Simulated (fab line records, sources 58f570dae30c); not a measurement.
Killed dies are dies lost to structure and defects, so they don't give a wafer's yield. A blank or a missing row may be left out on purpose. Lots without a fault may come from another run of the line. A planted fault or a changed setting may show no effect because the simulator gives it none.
Which tool did it? | flow berkeley_cmos170 | 7 lots, 21 wafers sampled, at 2 steps of a route of 331

WHAT THE GAUGES READ, wafer by wafer
UCB170_V2_OVL_MEAS_13.
lot  | measured     | on         | V2_OVL (nm)
L233 | day 8 11:14  | overlay-01 | -8 -10 -4
L236 | day 8 13:10  | overlay-02 | 7 11 12
L238 | day 8 23:09  | overlay-02 | -5 -2 -9
L240 | day 9 10:44  | overlay-01 | 0 3 1
L242 | day 9 11:17  | overlay-01 | -6 -2 1
L250 | day 11 10:58 | overlay-02 | -3 2 -4
L253 | day 12 05:05 | overlay-01 | 4 5 7

WHICH TOOL RAN EACH LOT (tool, then ch and the chambers of the sampled wafers, then the start)
lot  | UCB170_V2_CMP_02
L233 | cmp-01 ch 2,3, day 8 09:13
L236 | cmp-02 ch 0,3, day 8 09:58
L238 | cmp-01 ch 0,1,2, day 8 20:35
L240 | cmp-02 ch 1,2,3, day 9 08:50
L242 | cmp-02 ch 1,2,3, day 9 09:15
L250 | cmp-01 ch 2,3, day 11 09:13
L253 | cmp-01 ch 0,1, day 12 03:04
- UCB170_V2_CMP_02: polishes SiO2.

THE ANSWER, worked out from the rows above alone
Rule: what is usual is taken from the lots themselves. Put in order of their means at a reading, lots are off if they are a third of the lots or fewer, leave a main group of 4 or more, and stand apart from it by a gap of 3 or more times the standard deviation of the main group's means; of several such gaps the widest counts. A main group whose means are all the same, to the digits that the tables above print for the reading, isn't used. A lot without any number at a reading at which 4 lots or more have one is off too. The other lots that the step has rows for count as sound.
No lot is off at any reading shown: from this, nothing can be told.

WHAT THE SIMULATOR HAD PUT IN
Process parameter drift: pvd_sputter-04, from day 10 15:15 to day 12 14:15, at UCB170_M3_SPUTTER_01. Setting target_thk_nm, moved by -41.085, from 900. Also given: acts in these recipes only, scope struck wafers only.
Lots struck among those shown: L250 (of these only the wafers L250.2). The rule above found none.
